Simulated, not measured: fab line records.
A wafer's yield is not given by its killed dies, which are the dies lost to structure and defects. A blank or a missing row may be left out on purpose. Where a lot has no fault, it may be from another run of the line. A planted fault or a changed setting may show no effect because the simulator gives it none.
Which tool is to blame?    flow rit-cmos    15 lots, 45 wafers sampled, at 2 steps of a route of 202

## WHAT EACH GAUGE READ, for each wafer
RIT_ACTIVE_THK_MEAS_02. Usual: ACTIVE_OXIDE_THK gives 48.1 nm (standard deviation 0.9).
lot   measured     on             ACTIVE_OXIDE_THK (nm)  flag
L606  day 1 12:04  film-metro-01  48.1 48.5 49.1         
L607  day 1 17:03  film-metro-02  49.1 48.6 48.5         
L608  day 1 22:03  film-metro-01  47.9 47.3 47.7         
L611  day 2 13:04  film-metro-03  49.2 49.2 49.6         
L613  day 2 23:03  film-metro-01  49.1 50.1 49.5         
L616  day 3 14:04  film-metro-03  47.6 48.5 47.5         
L617  day 3 19:05  film-metro-02  49.7 49.4 49.4         
L618  day 4 00:04  film-metro-01  47.6 47.4 47.4         
L621  day 4 15:04  film-metro-01  46.8 47.4 46.7         
L622  day 4 20:04  film-metro-01  38.5 38.9 38.5         OFF
L623  day 5 01:04  film-metro-02  39.4 39.0 39.4         OFF
L624  day 5 06:15  film-metro-03  39.4 39.4 39.2         OFF
L627  day 5 21:04  film-metro-01  47.4 47.5 47.3         
L628  day 6 02:04  film-metro-01  47.4 47.1 47.8         
L629  day 6 07:04  film-metro-02  46.4 46.8 47.2         

## EACH LOT AND THE TOOL THAT RAN IT (in order: tool; ch and the chambers of the sampled wafers; start)
lot   RIT_ACTIVE_OXIDATION_01
L606  furnace-02 ch 0, day 1 10:07
L607  furnace-02 ch 0, day 1 15:07
L608  furnace-04 ch 0, day 1 20:07
L611  furnace-01 ch 0, day 2 11:07
L613  furnace-01 ch 0, day 2 21:07
L616  furnace-02 ch 0, day 3 12:07
L617  furnace-04 ch 0, day 3 17:07
L618  furnace-02 ch 0, day 3 22:07
L621  furnace-04 ch 0, day 4 13:07
L622  furnace-02 ch 0, day 4 18:07
L623  furnace-02 ch 0, day 4 23:07
L624  furnace-02 ch 0, day 5 04:17
L627  furnace-01 ch 0, day 5 19:07
L628  furnace-04 ch 0, day 6 00:07
L629  furnace-04 ch 0, day 6 05:07
- RIT_ACTIVE_OXIDATION_01: target thk 46.8 nm, ox time 3513 s.

## AS READ BY THE TOOLS THEMSELVES (means over the sampled wafers that have a number; for cases with no such wafer, the mark the record gives instead)
RIT_ACTIVE_OXIDATION_01. Usual: spike-tc-centre-C 1002.1 C, standard deviation 1.5; spike-tc-load-C 1025.2 C, standard deviation 1.4; spike-tc-source-C 1026.4 C, standard deviation 1.3; tube-center-temp-C 1000 C, standard deviation 0.09; tube_center_temp_C_max 1002.6, standard deviation 0.41; zone-power-source-pct 30.8 %, standard deviation 0.46.
lot   tool        spike-tc-centre-C (C)  spike-tc-load-C (C)  spike-tc-source-C (C)  tube-center-temp-C (C)  tube_center_temp_C_max  zone-power-source-pct (%)  flag
L606  furnace-02  1000.3                 1025.7               1024.9                 1000                    1002.4                  30.8                       
L607  furnace-02  1000.8                 1024.6               1025.1                 1000                    1002.6                  30.4                       
L608  furnace-04  1003.9                 1024.1               1027.2                 1000                    1002.6                  30.6                       
L611  furnace-01  1000.7                 1027.0               1026.8                 1000                    1002.6                  31.7                       
L613  furnace-01  1000.5                 1026.1               1026.2                 1000                    1002.8                  31.2                       
L616  furnace-02  1001.3                 1025.2               1025.9                 1000                    1002.1                  30.7                       
L617  furnace-04  1003.1                 1024.3               1027.7                 1000                    1002.9                  30.4                       
L618  furnace-02  1002.5                 1024.5               1024.9                 1000                    1002.7                  30.4                       
L621  furnace-04  1003.7                 1024.5               1028.8                 1000                    1002.6                  30.8                       
L622  furnace-02  977.2                  998.9                999.8                  975                     978.0                   28.7                       OFF
L623  furnace-02  975.1                  999.2                999.7                  975                     977.7                   28.8                       OFF
L624  furnace-02  976.6                  999.6                1000.0                 975                     977.8                   29.0                       OFF
L627  furnace-01  1001.0                 1026.7               1026.9                 1000                    1002.2                  31.1                       
L628  furnace-04  1003.9                 1024.7               1027.6                 1000                    1002.6                  30.7                       
L629  furnace-04  1004.3                 1023.5               1027.4                 1000                    1002.9                  30.9                       

## THE ANSWER, worked out from the rows above alone
Rule: lot off if the mean of its wafers having a number is beyond 3 standard deviations from the usual mean. A lot without any number at a reading at which 4 lots or more have one is off too. All remaining lots with rows at the step are treated as sound. First the gauges in route order, then the tools' own readings, where a lot's mean is used as printed above. At the first step where some lot is off, the reading lying furthest off is the one used; lots without a number count as furthest.
Off: L622, L623, L624, seen at RIT_ACTIVE_THK_MEAS_02 (ACTIVE_OXIDE_THK).
A tool fits if, at a process step before that reading, it ran every lot that is off, and no sound lot after the first of them. Not tried: the gauges at RIT_ACTIVE_THK_MEAS_02; whatever is off there is also off at RIT_ACTIVE_OXIDATION_01, on other tools, and gauge error can't account for it. One fits: furnace-02 at RIT_ACTIVE_OXIDATION_01. Its last sound lot is L618 (day 3 22:07), its first lot that is off L622 (day 4 18:07): a fault that began between those two fits.
The tool's own readings at RIT_ACTIVE_OXIDATION_01 bear it out: on the lots that are off they differ by more than 5 times the standard deviation of the sound lots' means. spike-tc-centre-C reads 976.3 C there against 1002.2 C on the sound lots; spike-tc-load-C reads 999.2 C there against 1025.1 C on the sound lots; spike-tc-source-C reads 999.8 C there against 1026.6 C on the sound lots; tube-center-temp-C reads 975 C there against 1000 C on the sound lots; tube_center_temp_C_max reads 977.8 there against 1002.6 on the sound lots; zone-power-source-pct reads 28.8 % there against 30.8 % on the sound lots.

## WHAT THE SIMULATOR HAD INSERTED
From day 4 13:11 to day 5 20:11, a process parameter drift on furnace-02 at RIT_ACTIVE_OXIDATION_01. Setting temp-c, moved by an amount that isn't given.
Struck lots among those shown: L622, L623, L624. The rule above found the same.
